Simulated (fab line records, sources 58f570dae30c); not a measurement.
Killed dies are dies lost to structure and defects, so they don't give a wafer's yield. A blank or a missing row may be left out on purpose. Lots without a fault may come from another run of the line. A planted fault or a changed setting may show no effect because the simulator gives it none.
Split-lot experiment | flow berkeley_cmos170 | 5 lots, 27 wafers read, on a route of 331 steps

THE SPLIT
At UCB170_CONTACT_CVD_01 (deposits PSG from SiH4/O2/PH3, target thk 700 nm, time 2820 s), the setting time_s was moved away from the recipe's 2820 s on 6 of the 27 wafers read, by -44.5%. The other wafers ran this setting at the recipe's value.

FROM THE SPLIT TO THE READING: what the file shows between them, 4 steps
- UCB170_CONTACT_THK_MEAS_02
- UCB170_CONTACT_HMDS_03: prime time 60 s
- UCB170_CONTACT_COAT_04: resist thk 900 nm
- UCB170_CONTACT_ETCH_17: etches BARC in N2/H2

THE READING
oes_product_au, in a.u., at UCB170_CONTACT_ETCH_18 (etches PSG in CHF3/CF4/Ar, stops on TiSi2, target depth 840 nm, time 195 s). Fault-free wafers of this fab line usually give 0.896 a.u., standard deviation 0.0099 a.u..

wafer  | tool, chamber at the split | time_s as run, s | against the recipe | oes_product_au, a.u. | against lot-mates on the recipe
L076.1 | -, -                       | 2820             | recipe             | 0.896                | -
L076.2 | -, -                       | 2820             | recipe             | 0.892                | -
L076.3 | -, -                       | 2820             | recipe             | 0.909                | -
L076.4 | -, -                       | 2820             | recipe             | 0.881                | -
L076.5 | -, -                       | 2820             | recipe             | 0.881                | -
L076.6 | -, -                       | 2820             | recipe             | 0.890                | -
L079.2 | lpcvd-01, 1                | 2820             | recipe             | 0.896                | -
L079.3 | lpcvd-01, 1                | 2820             | recipe             | 0.915                | -
L079.6 | lpcvd-01, 1                | 2820             | recipe             | 0.908                | -
L080.1 | -, -                       | 2820             | recipe             | 0.904                | -
L080.2 | -, -                       | 2820             | recipe             | 0.905                | -
L080.3 | -, -                       | 2820             | recipe             | 0.893                | -
L080.4 | -, -                       | 2820             | recipe             | 0.880                | -
L080.5 | -, -                       | 2820             | recipe             | 0.898                | -
L080.6 | -, -                       | 2820             | recipe             | 0.886                | -
L084.1 | -, -                       | 1564             | -44.5%             | 0.675                | no lot-mate on the recipe
L084.2 | -, -                       | 1564             | -44.5%             | 0.677                | no lot-mate on the recipe
L084.3 | -, -                       | 1564             | -44.5%             | 0.676                | no lot-mate on the recipe
L084.4 | -, -                       | 1564             | -44.5%             | 0.681                | no lot-mate on the recipe
L084.5 | -, -                       | 1564             | -44.5%             | 0.681                | no lot-mate on the recipe
L084.6 | -, -                       | 1564             | -44.5%             | 0.663                | no lot-mate on the recipe
L085.1 | -, -                       | 2820             | recipe             | 0.872                | -
L085.2 | -, -                       | 2820             | recipe             | 0.896                | -
L085.3 | -, -                       | 2820             | recipe             | 0.900                | -
L085.4 | -, -                       | 2820             | recipe             | 0.896                | -
L085.5 | -, -                       | 2820             | recipe             | 0.905                | -
L085.6 | -, -                       | 2820             | recipe             | 0.882                | -

THE FIT
A straight line over all 27 wafers: oes_product_au changes by +0.00492 a.u. for each +1% of time_s; r = +0.99; the points scatter about the line by 0.01 a.u..
Too few moved wafers have a lot-mate on the recipe to fit a line with each lot's own level taken away.

THE WHOLE CHAIN: every reading that the file lists as answering this split, in the file's order
step                       | what it does                                                               | reading                                                                       | change (the file's fit)                   | r (the file's)
UCB170_CONTACT_CVD_01      | deposits PSG from SiH4/O2/PH3, target thk 700 nm, time 2820 s              | PSG_of_CONTACT_CVD_01.thk_nm (the simulator's own value, which no gauge read) | +6.85 nm for each +1% of the setting      | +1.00
UCB170_CONTACT_THK_MEAS_02 |                                                                            | CONTACT_PSG_THK                                                               | +6.85 for each +1% of the setting         | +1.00
UCB170_CONTACT_ETCH_18     | etches PSG in CHF3/CF4/Ar, stops on TiSi2, target depth 840 nm, time 195 s | oes_product_au                                                                | +0.00492 a.u. for each +1% of the setting | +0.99
UCB170_CONTACT_ETCH_18     | etches PSG in CHF3/CF4/Ar, stops on TiSi2, target depth 840 nm, time 195 s | etch.depth_nm (the simulator's own value, which no gauge read)                | +6.85 nm for each +1% of the setting      | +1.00
UCB170_CONTACT_ETCH_18     | etches PSG in CHF3/CF4/Ar, stops on TiSi2, target depth 840 nm, time 195 s | CONTACT.feature_depth_nm (the simulator's own value, which no gauge read)     | +6.85 nm for each +1% of the setting      | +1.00
UCB170_M1_METAL_ETCH_12    | etches Al in Cl2/BCl3, stops on PSG, target depth 780 nm, time 130 s       | PSG_of_CONTACT_CVD_01.thk_nm (the simulator's own value, which no gauge read) | +6.51 nm for each +1% of the setting      | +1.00

THE FILE'S OWN FIT
oes_product_au changes by +0.00492 a.u. for each +1% of time_s, r = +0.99.
